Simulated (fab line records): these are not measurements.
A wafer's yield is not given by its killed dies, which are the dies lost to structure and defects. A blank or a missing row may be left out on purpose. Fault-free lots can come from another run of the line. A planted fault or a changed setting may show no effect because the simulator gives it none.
fab line records	flow rit_cmos	part 1 of 2: steps 1 to 31 of 32
[record] lots = 5	wafers = 23
route steps=202 shown ACTIVE@7 FOX2@23 PWELL@40 NRETRO@54 PRETRO@72 GATE@79 PLDD@122 NSD@132 M1@202
start_h: hours from the record's first day to the start of the lot's first wafer shown	wait_h: hours from the lot's prior step to this one	" repeats the value in the row above	L1.1+2: a row that stands for several wafers	- value missing, or start not given	* or withheld: withheld	< > ~ a bound
route shown NAME@n: names a module that has steps shown in the file, with the first one's number in the route	usual: average and standard deviation across the fault-free wafers	same: alike in all rows	chamber/n: place in a boat	sites: readings site by site	_std_site: standard deviation of those values	_edge_site: outer sites' mean less inner sites'	radius_mm: how far each site lies from the wafer's centre	mask NAME#n: copy n	behind: the tool/chamber that last shaped the wafer	hold: reason for holding the lot/hours on hold/outcome of the hold	device: which transistor (n, p or np) failed to switch	end of line: the route-end tests of the same wafers	a step with no rows: only its recipe	killed: at the first sort, the dies lost to defects and structure; wafer yield is something else	map: a wafer's dies, marking killed ones x, the rest . and places with no die _
set.NAME: the setting as run; set.NAME@STEP: as run at that earlier step	model.NAME: the simulator's own value behind a step, which no gauge read
one table per step and one row per wafer, for lots whose settings were changed on purpose
[[steps]]
[step RIT_ACTIVE_COAT_06]
[recipe] resist = NOVOLAK	spin_rpm = 3250	resist_thk_nm = 1000
lot.wafer	tool	chamber	start_h	wait_h	set.resist_thk_nm	model.NOVOLAK_of_ACTIVE_COAT_06.thk_nm
L078.1	litho_track-01	0	33.77	0.1	1000	1000
L078.2	"	0	"	"	953.7	956
L078.3	"	0	"	"	953.7	955.5
L078.5	"	0	"	"	1000	1001
L078.6	"	0	"	"	953.7	952.4
L080.1	litho_track-01	0	43.99	0.1	1000	1007
L080.5	"	0	"	"	1000	1005
L080.6	"	0	"	"	1000	1006
L081.1	litho_track-04	0	49.60	0.1	1000	1003
L081.2	"	0	"	"	1000	999.9
L081.4	"	0	"	"	1000	1002
L081.5	"	0	"	"	1000	999.5
L081.6	"	0	"	"	1000	1001
L084.1	litho_track-03	0	63.74	0.1	951.5	950.3
L084.2	"	0	"	"	1000	999.5
L084.3	"	0	"	"	951.5	950
L084.4	"	0	"	"	1000	998
L084.5	"	0	"	"	951.5	948.7
L085.1	litho_track-04	0	68.85	0.1	1000	1001
L085.2	"	0	"	"	947.3	949
L085.4	"	0	"	"	947.3	952.2
L085.5	"	0	"	"	947.3	948.4
L085.6	"	0	"	"	1000	1002
[step RIT_FOX2_OXIDATION_00]
[recipe] temp_c = 1100	ambient = H2O	target_thk_a = 3507	p_h2o_torr = 720	ox_time_s = 1130
lot.wafer	tool	chamber	start_h	wait_h	set.temp_c	model.SiO2_of_FOX2_OXIDATION_00.thk_nm
L078.1	-	-	-	-	1108	362
L078.2	"	-	"	"	1108	363.9
L078.3	"	-	"	"	1108	365.6
L078.5	"	-	"	"	1108	366
L078.6	"	-	"	"	1108	371.1
L080.1	furnace-03	0	48.29	0.0	1100	352.1
L080.5	"	0	"	"	1100	347.8
L080.6	"	0	"	"	1100	351.9
L081.1	-	-	-	-	1078	311.9
L081.2	"	-	"	"	1078	313.4
L081.4	"	-	"	"	1078	310.8
L081.5	"	-	"	"	1078	315.3
L081.6	"	-	"	"	1078	316.3
L084.1	-	-	-	-	1090	330.7
L084.2	"	-	"	"	1090	329.6
L084.3	"	-	"	"	1090	321.8
L084.4	"	-	"	"	1090	322.5
L084.5	"	-	"	"	1090	328
L085.1	-	-	-	-	1076	309.6
L085.2	"	-	"	"	1076	313.1
L085.4	"	-	"	"	1076	317.6
L085.5	"	-	"	"	1076	317
L085.6	"	-	"	"	1076	316.7
[step RIT_FOX2_THK_MEAS_01]
[recipe] reads = SiO2_of_FOX2_OXIDATION_00
[usual] FOX2_OXIDE_THK = 350/5.6
lot.wafer	tool	chamber	start_h	wait_h	set.temp_c@FOX2_OXIDATION_00	FOX2_OXIDE_THK[nm]
L078.1	film_metro-04	-	-	-	1108	362
L078.2	"	-	"	"	1108	364
L078.3	"	-	"	"	1108	366
L078.5	"	-	"	"	1108	366
L078.6	"	-	"	"	1108	371
L080.1	film_metro-04	-	49.60	0.0	1100	352
L080.5	"	-	"	"	1100	348
L080.6	"	-	"	"	1100	352
L081.1	film_metro-02	-	-	-	1078	312
L081.2	"	-	"	"	1078	313
L081.4	"	-	"	"	1078	311
L081.5	"	-	"	"	1078	315
L081.6	"	-	"	"	1078	316
L084.1	film_metro-04	-	-	-	1090	331
L084.2	"	-	"	"	1090	330
L084.3	"	-	"	"	1090	322
L084.4	"	-	"	"	1090	323
L084.5	"	-	"	"	1090	328
L085.1	film_metro-04	-	-	-	1076	309
L085.2	"	-	"	"	1076	313
L085.4	"	-	"	"	1076	318
L085.5	"	-	"	"	1076	317
L085.6	"	-	"	"	1076	317
[step RIT_FOX2_CLEAN_02]
[recipe] chemistry = dHF	dilution = 50:1	time_s = 180
[step RIT_FOX2_WET_ETCH_03]
[recipe] chemistry = H3PO4	target = Si3N4	target_depth_nm = 195	temp_c = 165	time_s = 2700
[step RIT_FOX2_THK_MEAS_90]
[recipe] reads = SiO2_of_FOX2_OXIDATION_00
[usual] FIELD_OXIDE_LEFT_1_THK = 322/5.6
lot.wafer	tool	chamber	start_h	wait_h	set.temp_c@FOX2_OXIDATION_00	FIELD_OXIDE_LEFT_1_THK[nm]
L078.1	film_metro-03	-	41.32	0.0	1108	335
L078.2	"	-	"	"	1108	337
L078.3	"	-	"	"	1108	339
L078.5	"	-	"	"	1108	339
L078.6	"	-	"	"	1108	344
L080.1	film_metro-02	-	50.55	0.0	1100	325
L080.5	"	-	"	"	1100	321
L080.6	"	-	"	"	1100	325
L081.1	film_metro-04	-	55.21	0.0	1078	285
L081.2	"	-	"	"	1078	286
L081.4	"	-	"	"	1078	284
L081.5	"	-	"	"	1078	288
L081.6	"	-	"	"	1078	289
L084.1	film_metro-02	-	70.80	0.0	1090	303
L084.2	"	-	"	"	1090	302
L084.3	"	-	"	"	1090	294
L084.4	"	-	"	"	1090	295
L084.5	"	-	"	"	1090	301
L085.1	film_metro-04	-	77.16	0.0	1076	282
L085.2	"	-	"	"	1076	286
L085.4	"	-	"	"	1076	290
L085.5	"	-	"	"	1076	290
L085.6	"	-	"	"	1076	289
[step RIT_PWELL_COAT_01]
[recipe] resist = NOVOLAK	spin_rpm = 2000	resist_thk_nm = 1300
lot.wafer	tool	chamber	start_h	wait_h	set.resist_thk_nm	model.NOVOLAK_of_PWELL_COAT_01.thk_nm
L078.1+2	litho_track-04	0	43.17	0.1	1300	1298
L078.3	"	0	"	"	1300	1299
L078.5	"	0	"	"	1300	1303
L078.6	"	0	"	"	1300	1304
L080.1	litho_track-02	0	52.45	0.1	1300	1298
L080.5+6	"	0	"	"	1300	1302
L081.1+4	litho_track-04	0	57.09	0.1	1243	1250
L081.2+5	"	0	"	"	1300	1305
L081.6	"	0	"	"	1300	1306
L084.1	litho_track-02	0	72.60	0.1	1300	1299
L084.2	"	0	"	"	1300	1300
L084.3	"	0	"	"	1359	1365
L084.4	"	0	"	"	1300	1302
L084.5	"	0	"	"	1359	1357
L085.1	litho_track-01	0	79.05	0.1	1300	1296
L085.2	"	0	"	"	1239	1240
L085.4+5	"	0	"	"	1300	1300
L085.6	"	0	"	"	1239	1236
[step RIT_PWELL_SOFTBAKE_02]
[recipe] resist = NOVOLAK	temp_c = 90	time_s = 60
[step RIT_PWELL_EXPOSE_03]
[recipe] mask_id = M3	na = 0.57	target_cd_nm = 43700	dose_mj = 250
[step RIT_PWELL_DEVELOP_05]
[recipe] resist = NOVOLAK	develop_time_s = 68	dev_temp_c = 23
[step RIT_PWELL_HARDBAKE_07]
[recipe] resist = NOVOLAK	temp_c = 140	time_s = 120
lot.wafer	tool	chamber	start_h	wait_h	set.resist_thk_nm@PWELL_COAT_01	model.NOVOLAK_of_PWELL_COAT_01.thk_nm
L078.1+2	litho_track-02	0	44.04	0.1	1300	1135
L078.3	"	0	"	"	1300	1136
L078.5+6	"	0	"	"	1300	1140
L080.1	litho_track-01	0	53.34	0.0	1300	1135
L080.5+6	"	0	"	"	1300	1139
L081.1+4	litho_track-02	0	57.86	0.0	1243	1094
L081.2+5	"	0	"	"	1300	1141
L081.6	"	0	"	"	1300	1142
L084.1	litho_track-04	0	73.36	0.0	1300	1136
L084.2	"	0	"	"	1300	1137
L084.3	"	0	"	"	1359	1193
L084.4	"	0	"	"	1300	1138
L084.5	"	0	"	"	1359	1186
L085.1	litho_track-02	0	79.94	0.0	1300	1133
L085.2	"	0	"	"	1239	1085
L085.4+5	"	0	"	"	1300	1137
L085.6	"	0	"	"	1239	1082
[step RIT_PWELL_IMPLANT_08]
[recipe] species = B	energy_kev = 170	dose_cm2 = 7e+13	tilt_deg = 7
lot.wafer	tool	chamber	start_h	wait_h	set.energy_kev	model.implant.drp_nm
L078.1+2+3+5+6	implanter-02	0	44.29	0.2	170	102.9
L080.1+5+6	implanter-02	0	53.59	0.2	170	102.9
L081.1+4+5	implanter-03	0	58.11	0.2	170	102.9
L081.2+6	"	0	"	"	166.2	102.1
L084.1+3+4	implanter-01	0	73.61	0.2	167	102.3
L084.2+5	"	0	"	"	170	102.9
L085.1+5	implanter-02	0	80.19	0.2	170	102.9
L085.2+4+6	"	0	"	"	172.8	103.4
[step RIT_NRETRO_COAT_01]
[recipe] resist = NOVOLAK	spin_rpm = 2000	resist_thk_nm = 1300
lot.wafer	tool	chamber	start_h	wait_h	set.spin_rpm	model.NOVOLAK_of_NRETRO_COAT_01.thk_nm
L078.1	litho_track-01	0	50.15	0.1	1912	1335
L078.2	"	0	"	"	1912	1333
L078.3	"	0	"	"	2000	1304
L078.5	"	0	"	"	2000	1306
L078.6	"	0	"	"	1912	1337
L080.1+5	litho_track-03	0	60.23	0.1	2000	1305
L080.6	"	0	"	"	2000	1302
L081.1	litho_track-02	0	64.03	0.1	2000	1300
L081.2	"	0	"	"	2000	1307
L081.4	"	0	"	"	2000	1304
L081.5	"	0	"	"	2000	1301
L081.6	"	0	"	"	2000	1306
L084.1+5	litho_track-03	0	79.47	0.1	2000	1296
L084.2	"	0	"	"	2000	1295
L084.3	"	0	"	"	2000	1298
L084.4	"	0	"	"	2000	1300
L085.1+6	litho_track-02	0	86.05	0.1	2000	1303
L085.2+4	"	0	"	"	1923	1331
L085.5	"	0	"	"	2000	1305
[step RIT_NRETRO_SOFTBAKE_02]
[recipe] resist = NOVOLAK	temp_c = 90	time_s = 60
[step RIT_NRETRO_EXPOSE_03]
[recipe] mask_id = M4	na = 0.57	target_cd_nm = 43900	dose_mj = 250
[step RIT_NRETRO_DEVELOP_05]
[recipe] resist = NOVOLAK	develop_time_s = 68	dev_temp_c = 23
[step RIT_NRETRO_HARDBAKE_07]
[recipe] resist = NOVOLAK	temp_c = 140	time_s = 120
lot.wafer	tool	chamber	start_h	wait_h	set.spin_rpm@NRETRO_COAT_01	model.NOVOLAK_of_NRETRO_COAT_01.thk_nm
L078.1	litho_track-01	0	51.04	0.0	1912	1167
L078.2	"	0	"	"	1912	1165
L078.3	"	0	"	"	2000	1140
L078.5	"	0	"	"	2000	1142
L078.6	"	0	"	"	1912	1169
L080.1+5	litho_track-03	0	61.12	0.0	2000	1141
L080.6	"	0	"	"	2000	1139
L081.1	litho_track-03	0	64.86	0.1	2000	1137
L081.2	"	0	"	"	2000	1143
L081.4	"	0	"	"	2000	1140
L081.5	"	0	"	"	2000	1138
L081.6	"	0	"	"	2000	1142
L084.1+5	litho_track-03	0	80.24	0.0	2000	1133
L084.2	"	0	"	"	2000	1132
L084.3	"	0	"	"	2000	1135
L084.4	"	0	"	"	2000	1137
L085.1+6	litho_track-03	0	86.94	0.0	2000	1139
L085.2	"	0	"	"	1923	1164
L085.4	"	0	"	"	1923	1163
L085.5	"	0	"	"	2000	1141
[step RIT_NRETRO_IMPLANT_08]
[recipe] species = P	energy_kev = 70	dose_cm2 = 1e+13	tilt_deg = 7
lot.wafer	tool	chamber	start_h	wait_h	set.dose_cm2
L078.1+3+5	implanter-04	0	51.29	0.2	1e+13
L078.2+6	"	0	"	"	9.408e+12
L080.1+5+6	implanter-04	0	61.37	0.2	1e+13
L081.1+2+6	implanter-04	0	65.11	0.2	1e+13
L081.4+5	"	0	"	"	1.063e+13
L084.1+4	implanter-03	0	80.49	0.2	1e+13
L084.2+3+5	"	0	"	"	9.455e+12
L085.1+2	implanter-03	0	87.19	0.2	1.058e+13
L085.4+5+6	"	0	"	"	1e+13
[step RIT_NRETRO_STRIP_09]
[recipe] chemistry = O2	time_s = 180	resist = NOVOLAK	platen_temp_c = withheld	power_w = 500	pressure_mtorr = 4000	o2_flow_sccm = 4000
[step RIT_NRETRO_TW_MEAS_10]
[usual] NRETRO_TW = 1053/6.4
lot.wafer	tool	chamber	start_h	wait_h	set.dose_cm2@NRETRO_IMPLANT_08	NRETRO_TW
L078.1	film_metro-03	-	51.62	0.1	1e+13	1057
L078.2	"	-	"	"	9.408e+12	1028
L078.3	"	-	"	"	1e+13	1052
L078.5	"	-	"	"	1e+13	1047
L078.6	"	-	"	"	9.408e+12	1031
L080.1	film_metro-03	-	61.69	0.1	1e+13	1050
L080.5	"	-	"	"	1e+13	1053
L080.6	"	-	"	"	1e+13	1057
L081.1	film_metro-01	-	65.43	0.1	1e+13	1066
L081.2	"	-	"	"	1e+13	1057
L081.4	"	-	"	"	1.063e+13	1086
L081.5	"	-	"	"	1.063e+13	1085
L081.6	"	-	"	"	1e+13	1062
L084.1	film_metro-03	-	80.81	0.1	1e+13	1052
L084.2	"	-	"	"	9.455e+12	1037
L084.3	"	-	"	"	9.455e+12	1033
L084.4	"	-	"	"	1e+13	1048
L084.5	"	-	"	"	9.455e+12	1035
L085.1	film_metro-03	-	87.51	0.1	1.058e+13	1071
L085.2	"	-	"	"	1.058e+13	1067
L085.4	"	-	"	"	1e+13	1054
L085.5	"	-	"	"	1e+13	1056
L085.6	"	-	"	"	1e+13	1054
[step RIT_PRETRO_IMPLANT_08]
[recipe] species = B	energy_kev = 45	dose_cm2 = 1.2e+13	tilt_deg = 7
lot.wafer	tool	chamber	start_h	wait_h	set.energy_kev	model.implant.rp_nm	model.implant.drp_nm
L078.1+2+5	implanter-01	0	52.97	0.2	45	144.4	55.07
L078.3+6	"	0	"	"	46.25	148.2	55.97
L080.1+5+6	implanter-04	0	63.04	0.2	45	142.5	55.07
L081.1+6	implanter-04	0	66.66	0.2	43.39	139	53.89
L081.2+4+5	"	0	"	"	45	143.9	55.07
L084.1+2+5	implanter-04	0	82.06	0.2	45	144.3	55.07
L084.3+4	"	0	"	"	43.04	138.3	53.63
L085.1+2+4+5+6	implanter-03	0	88.86	0.2	45	141.5	55.07
[step RIT_GATE_CLEAN_04]
[recipe] chemistry = dHF	dilution = 50:1	time_s = 60	dry = n2_spin
lot.wafer	tool	chamber	start_h	wait_h	set.time_s	set.temp_c@FOX2_OXIDATION_00	model.SiO2_of_FOX2_OXIDATION_00.thk_nm
L078.1	-	-	-	0.0	52.02	1108	268.7
L078.2	"	-	"	"	52.02	1108	270.8
L078.3	"	-	"	"	52.02	1108	272.5
L078.5	"	-	"	"	52.02	1108	272.4
L078.6	"	-	"	"	52.02	1108	277.7
L080.1	wet_bench-04	0	63.82	0.0	60	1100	257.8
L080.5	"	0	"	"	60	1100	253.6
L080.6	"	0	"	"	60	1100	257.5
L081.1	-	-	-	0.0	64.07	1078	216.2
L081.2	"	-	"	"	64.07	1078	217.4
L081.4	"	-	"	"	64.07	1078	215.2
L081.5	"	-	"	"	64.07	1078	219.6
L081.6	"	-	"	"	64.07	1078	220.8
L084.1	-	-	-	0.0	64.98	1090	234.8
L084.2	"	-	"	"	64.98	1090	233.8
L084.3	"	-	"	"	64.98	1090	225.6
L084.4	"	-	"	"	64.98	1090	226.5
L084.5	"	-	"	"	64.98	1090	232.2
L085.1	-	-	-	0.0	60	1076	215
L085.2	"	-	"	"	60	1076	218.7
L085.4	"	-	"	"	60	1076	222.8
L085.5	"	-	"	"	60	1076	222.6
L085.6	"	-	"	"	60	1076	222
[step RIT_FOX2_THK_MEAS_91]
[recipe] reads = SiO2_of_FOX2_OXIDATION_00
[usual] FIELD_OXIDE_LEFT_2_THK = 255/5.8
lot.wafer	tool	chamber	start_h	wait_h	set.temp_c@FOX2_OXIDATION_00	FIELD_OXIDE_LEFT_2_THK[nm]
L078.1	film_metro-04	-	-	-	1108	269
L078.2	"	-	"	"	1108	271
L078.3	"	-	"	"	1108	273
L078.5	"	-	"	"	1108	272
L078.6	"	-	"	"	1108	278
L080.1	film_metro-03	-	63.84	0.0	1100	258
L080.5	"	-	"	"	1100	254
L080.6	"	-	"	"	1100	257
L081.1	film_metro-04	-	-	-	1078	216
L081.2	"	-	"	"	1078	217
L081.4	"	-	"	"	1078	215
L081.5	"	-	"	"	1078	219
L081.6	"	-	"	"	1078	221
L084.1	film_metro-03	-	-	-	1090	235
L084.2	"	-	"	"	1090	234
L084.3	"	-	"	"	1090	226
L084.4	"	-	"	"	1090	226
L084.5	"	-	"	"	1090	232
L085.1	film_metro-04	-	-	-	1076	215
L085.2	"	-	"	"	1076	219
L085.4	"	-	"	"	1076	223
L085.5	"	-	"	"	1076	223
L085.6	"	-	"	"	1076	222
[step RIT_GATE_DEVELOP_15]
[recipe] resist = NOVOLAK	develop_time_s = 50	dev_temp_c = 23
lot.wafer	tool	chamber	start_h	wait_h	set.develop_time_s
L078.1+2+3+5+6	litho_track-03	0	-	-	50
L080.1+5+6	litho_track-03	0	-	-	50
L081.1+2+5	litho_track-03	0	-	-	43.58
L081.4+6	"	0	"	"	50
L084.1+5	litho_track-03	0	-	-	52.8
L084.2+3+4	"	0	"	"	50
L085.1+2+5	litho_track-04	0	-	-	50
L085.4+6	"	0	"	"	44.26
[step RIT_PLDD_IMPLANT_08]
[recipe] species = BF2	energy_kev = 20	dose_cm2 = 9e+14	tilt_deg = 7
lot.wafer	tool	chamber	start_h	wait_h	set.dose_cm2
L078.1+6	implanter-03	0	67.26	0.1	9e+14
L078.2+3+5	"	0	"	"	9.388e+14
L080.1+5+6	implanter-03	0	75.40	0.1	9e+14
L081.1+2+4+5+6	implanter-03	0	79.32	0.1	9e+14
L084.1+3+4	implanter-01	0	98.01	0.1	9e+14
L084.2+5	"	0	"	"	8.69e+14
L085.1+4	implanter-03	0	101.97	0.1	9.571e+14
L085.2+5+6	"	0	"	"	9e+14
[step RIT_NSD_COAT_01]
[recipe] resist = NOVOLAK	spin_rpm = 3250	resist_thk_nm = 1000
lot.wafer	tool	chamber	start_h	wait_h	set.spin_rpm	model.NOVOLAK_of_NSD_COAT_01.thk_nm
L078.1+6	litho_track-04	0	70.33	0.1	3250	1006
L078.2+3	"	0	"	"	3250	1004
L078.5	"	0	"	"	3250	1003
L080.1	litho_track-04	0	78.46	0.1	3250	1001
L080.5	"	0	"	"	3250	1000
L080.6	"	0	"	"	3250	1002
L081.1	litho_track-01	0	82.82	0.1	3250	996.7
L081.2	"	0	"	"	3470	964.2
L081.4	"	0	"	"	3470	964
L081.5	"	0	"	"	3470	967.3
L081.6	"	0	"	"	3250	998.5
L084.1	litho_track-04	0	101.05	0.1	3250	999.6
L084.2	"	0	"	"	3118	1019
L084.3	"	0	"	"	3250	999.5
L084.4	"	0	"	"	3118	1021
L084.5	"	0	"	"	3118	1023
L085.1	litho_track-03	0	105.81	0.1	3250	1001
L085.2	"	0	"	"	3250	999
L085.4	"	0	"	"	3399	979.7
L085.5	"	0	"	"	3399	978.4
L085.6	"	0	"	"	3250	999.2
[step RIT_NSD_SOFTBAKE_02]
[recipe] resist = NOVOLAK	temp_c = 90	time_s = 60
[step RIT_NSD_EXPOSE_03]
[recipe] mask_id = M9	na = 0.57	target_cd_nm = 40700	dose_mj = 250
[step RIT_NSD_DEVELOP_05]
[recipe] resist = NOVOLAK	develop_time_s = 50	dev_temp_c = 23
[step RIT_NSD_HARDBAKE_07]
[recipe] resist = NOVOLAK	temp_c = 140	time_s = 60
lot.wafer	tool	chamber	start_h	wait_h	set.spin_rpm@NSD_COAT_01	model.NOVOLAK_of_NSD_COAT_01.thk_nm
L078.1	litho_track-03	0	71.06	0.0	3250	889.3
L078.2+3	"	0	"	"	3250	887.4
L078.5	"	0	"	"	3250	886.2
L078.6	"	0	"	"	3250	888.6
L080.1+5	litho_track-04	0	79.32	0.0	3250	884.2
L080.6	"	0	"	"	3250	885.9
L081.1	litho_track-04	0	83.55	0.0	3250	880.9
L081.2	"	0	"	"	3470	852.5
L081.4	"	0	"	"	3470	852.3
L081.5	"	0	"	"	3470	855.2
L081.6	"	0	"	"	3250	882.5
L084.1	litho_track-03	0	101.94	0.0	3250	883.4
L084.2	"	0	"	"	3118	900.6
L084.3	"	0	"	"	3250	883.3
L084.4	"	0	"	"	3118	902
L084.5	"	0	"	"	3118	903.5
L085.1	litho_track-04	0	106.67	0.0	3250	884.4
L085.2	"	0	"	"	3250	882.8
L085.4	"	0	"	"	3399	866
L085.5	"	0	"	"	3399	864.8
L085.6	"	0	"	"	3250	883.1
[step RIT_NSD_IMPLANT_08]
[recipe] species = P	energy_kev = 25	dose_cm2 = 1e+15	tilt_deg = 7
lot.wafer	tool	chamber	start_h	wait_h	set.dose_cm2
L078.1+2+6	implanter-04	0	71.21	0.1	1e+15
L078.3+5	"	0	"	"	9.793e+14
L080.1+5+6	implanter-04	0	79.47	0.1	1e+15
L081.1+2+4+5+6	implanter-03	0	83.70	0.1	1e+15
L084.1+2+3+4+5	implanter-02	0	102.09	0.1	1e+15
L085.1+5	implanter-02	0	106.82	0.1	1.033e+15
L085.2+4+6	"	0	"	"	1e+15
[[key]]
[split] step = RIT_ACTIVE_COAT_06	setting = resist_thk_nm	stated = 1000	by = wafer
[response] step = RIT_ACTIVE_COAT_06	reading = model.NOVOLAK_of_ACTIVE_COAT_06.thk_nm	change = +9.91	per = 1%	r = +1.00
[split] step = RIT_FOX2_OXIDATION_00	setting = temp_c	stated = 1100	by = lot
[response] step = RIT_FOX2_OXIDATION_00	reading = model.SiO2_of_FOX2_OXIDATION_00.thk_nm	change = +18	per = 1%	r = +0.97
[response] step = RIT_FOX2_THK_MEAS_01	reading = FOX2_OXIDE_THK	change = +18	per = 1%	r = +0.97
[response] step = RIT_FOX2_THK_MEAS_90	reading = FIELD_OXIDE_LEFT_1_THK	change = +18	per = 1%	r = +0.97
[response] step = RIT_GATE_CLEAN_04	reading = model.SiO2_of_FOX2_OXIDATION_00.thk_nm	change = +18.6	per = 1%	r = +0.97
[response] step = RIT_FOX2_THK_MEAS_91	reading = FIELD_OXIDE_LEFT_2_THK	change = +18.6	per = 1%	r = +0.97
[split] step = RIT_PWELL_COAT_01	setting = resist_thk_nm	stated = 1300	by = wafer
[response] step = RIT_PWELL_COAT_01	reading = model.NOVOLAK_of_PWELL_COAT_01.thk_nm	change = +13	per = 1%	r = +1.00
[response] step = RIT_PWELL_HARDBAKE_07	reading = model.NOVOLAK_of_PWELL_COAT_01.thk_nm	change = +11.2	per = 1%	r = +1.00
[split] step = RIT_PWELL_IMPLANT_08	setting = energy_kev	stated = 170	by = wafer
[response] step = RIT_PWELL_IMPLANT_08	reading = model.implant.drp_nm	change = +0.334	per = 1%	r = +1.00
[split] step = RIT_NRETRO_COAT_01	setting = spin_rpm	stated = 2000	by = wafer
[response] step = RIT_NRETRO_COAT_01	reading = model.NOVOLAK_of_NRETRO_COAT_01.thk_nm	change = -6.95	per = 1%	r = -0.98
[response] step = RIT_NRETRO_HARDBAKE_07	reading = model.NOVOLAK_of_NRETRO_COAT_01.thk_nm	change = -5.99	per = 1%	r = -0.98
[split] step = RIT_NRETRO_IMPLANT_08	setting = dose_cm2	stated = 1e+13	by = wafer
[response] step = RIT_NRETRO_TW_MEAS_10	reading = NRETRO_TW	change = +3.2	per = 1%	r = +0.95
[split] step = RIT_PRETRO_IMPLANT_08	setting = energy_kev	stated = 45	by = wafer
[response] step = RIT_PRETRO_IMPLANT_08	reading = model.implant.rp_nm	change = +1.37	per = 1%	r = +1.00
[response] step = RIT_PRETRO_IMPLANT_08	reading = model.implant.drp_nm	change = +0.33	per = 1%	r = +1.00
[split] step = RIT_GATE_CLEAN_04	setting = time_s	stated = 60	by = lot
response none clear
[split] step = RIT_GATE_DEVELOP_15	setting = develop_time_s	stated = 50	by = wafer
[response] step = RIT_M1_PROBE_99	reading = model.etest.pmos_0p15.r_on_ohm_um	change = -42.4	per = 1%	r = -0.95
[response] step = RIT_M1_PROBE_99	reading = model.etest.pmos_turned.r_on_ohm_um	change = -42.2	per = 1%	r = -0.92
[response] step = RIT_M1_PROBE_99	reading = model.etest.pmos_0p3.r_on_ohm_um	change = -43.3	per = 1%	r = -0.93
[response] step = RIT_M1_PROBE_99	reading = model.etest.nmos_0p3.r_on_ohm_um	change = -13.6	per = 1%	r = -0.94
[response] step = RIT_M1_PROBE_99	reading = model.etest.nmos_0p15.r_on_ohm_um	change = -13.7	per = 1%	r = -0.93
[response] step = RIT_M1_PROBE_99	reading = model.etest.nmos_0p15.drive_ua_um	change = +6.28	per = 1%	r = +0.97
[split] step = RIT_PLDD_IMPLANT_08	setting = dose_cm2	stated = 9e+14	by = wafer
response none in this file
[split] step = RIT_NSD_COAT_01	setting = spin_rpm	stated = 3250	by = wafer
[response] step = RIT_NSD_COAT_01	reading = model.NOVOLAK_of_NSD_COAT_01.thk_nm	change = -4.81	per = 1%	r = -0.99
[response] step = RIT_NSD_HARDBAKE_07	reading = model.NOVOLAK_of_NSD_COAT_01.thk_nm	change = -4.2	per = 1%	r = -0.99
[split] step = RIT_NSD_IMPLANT_08	setting = dose_cm2	stated = 1e+15	by = wafer
response none in this file
